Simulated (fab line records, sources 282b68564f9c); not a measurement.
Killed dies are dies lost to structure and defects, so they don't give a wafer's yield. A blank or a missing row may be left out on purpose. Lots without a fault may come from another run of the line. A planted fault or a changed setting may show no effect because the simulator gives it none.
One fault seen from 2 desks | flow rit_cmos | each desk has only its own numbers; what lay behind them comes last

THE TOOL OWNER'S DESK: litho_track-03
The tool's own readings at RIT_NLDD_SOFTBAKE_02 (time 60 s): means of the sampled wafers that have a number, for each lot that ran on this tool. A lot is out of limits, marked OUT, if its mean lies more than 4 standard deviations from the usual mean; the brackets give that distance.
Columns: A = heater_power_total_W at RIT_NLDD_SOFTBAKE_02, usual 34.56 W; B = plate_temp_C at RIT_NLDD_SOFTBAKE_02, usual 90.01 C
lot  | first seen here | A               | B
L806 | day 2 20:34     | 34.63           | 89.78
L807 | day 2 23:25     | 34.50           | 90.00
L808 | day 3 04:02     | 34.55           | 90.08
L809 | day 3 12:07     | 36.70 (+42) OUT | 93.91 (+30) OUT
L810 | day 3 14:03     | 36.71 (+42) OUT | 93.78 (+29) OUT
L811 | day 4 00:56     | 36.67 (+41) OUT | 93.88 (+30) OUT
L824 | day 6 13:19     | 34.55           | 90.12
L827 | day 7 03:47     | 34.60           | 90.07
This desk's finding: out of limits on L809, L810, L811; first on L809, day 3 12:07 (heater_power_total_W at RIT_NLDD_SOFTBAKE_02). In limits: L806, L807, L808, L824, L827.

THE METROLOGY DESK
What the gauges read, lot by lot, whatever tool the lot ran on: means of the sampled wafers that have a number. A lot is out of limits, marked OUT, if its mean lies more than 4 standard deviations from the usual mean; the brackets give that distance.
Columns: A = ACTIVE_OXIDE_THK at RIT_ACTIVE_THK_MEAS_02, usual 47.0 nm; B = cd_nm at RIT_CONTACT_CD_MEAS_08, usual 999.5 nm
lot  | first seen here | A    | B
L806 | day 1 12:52     | 46.9 | 999.8
L807 | day 1 17:23     | 48.1 | 1000.1
L808 | day 1 22:04     | 46.8 | 1001.0
L809 | day 2 03:38     | 47.0 | 998.7
L810 | day 2 08:37     | 48.3 | 1003.3
L811 | day 2 13:20     | 47.4 | 997.5
L820 | day 4 11:02     | 46.5 | 999.7
L822 | day 4 20:04     | 47.1 | 999.9
L823 | day 5 01:24     | 46.2 | 997.3
L824 | day 5 06:23     | 46.5 | 1000.6
L825 | day 5 11:03     | 45.5 | 1000.5
L826 | day 5 16:03     | 47.5 | 995.5
L827 | day 5 21:16     | 48.1 | 1001.0
L828 | day 6 02:57     | 46.2 | 1003.4
L829 | day 6 07:04     | 47.4 | 997.4
This desk's finding: nothing out of limits on any of the 15 lots.

PUT TOGETHER
The tool owner's desk could have raised an alarm at day 3 12:07, on L809, L810, L811.
The metrology desk saw nothing out of limits.
The metrology desk has L809, L810, L811 on record, within its limits.
Of the lots named, all ran RIT_NLDD_SOFTBAKE_02 on litho_track-03.

WHAT THE SIMULATOR HAD PUT IN
Process parameter drift: litho_track-03, from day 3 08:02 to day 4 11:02, at RIT_NLDD_SOFTBAKE_02. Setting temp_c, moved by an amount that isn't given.
Lots struck among those shown: L809, L810, L811.
Hours from the fault's start to each desk's first reading out of limits: the tool owner's desk, 4.
